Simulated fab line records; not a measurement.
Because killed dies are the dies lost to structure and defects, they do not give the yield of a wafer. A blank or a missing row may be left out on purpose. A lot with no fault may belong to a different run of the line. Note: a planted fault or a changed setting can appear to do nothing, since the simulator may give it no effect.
Chamber matching ; flow berkeley cmos170 ; UCB170_CONTACT_ETCH_17 on rie diel-03: 4 sister chambers
The step etches BARC in N2/H2. 4 wafers are shown with their chamber, then 7 later ones without.

## EACH WAFER AND ITS CHAMBER
wafer;chamber;drypump motor current A (A)
L479.6;1;6.4
L485.5;2;5.8
L487.2;3;5.5
L487.4;0;5.3

## WAFERS WITH NO CHAMBER GIVEN
wafer;drypump motor current A (A)
L487.6;6.3
L491.3;5.5
L491.5;6.4
L491.6;5.2
L493.1;5.5
L493.4;6.4
L493.5;6.4

## WHICH CHAMBER EACH WENT THROUGH
wafer;from the rows above;in truth
L487.6;1;1
L491.3;3;3
L491.5;1;1
L491.6;0;0
L493.1;3;3
L493.4;1;1
L493.5;1;1
Placed correctly: 7 of 7. Left unplaced by these rows: 0. 0 placed wrongly.
How it was worked out, from the rows above alone: a wafer's distance from a chamber is the root of the sum, over the readings, of the square of ((its reading less the chamber's mean) divided by the reading's scatter). If the next closest chamber is less than 2 further off than the closest, the wafer can't be placed; otherwise it belongs to the closest. Each chamber's mean is taken over the wafers shown for it. The scatter: with one shown wafer a chamber, the root of the mean of the squares of how far each hidden wafer lies from its nearest shown one.
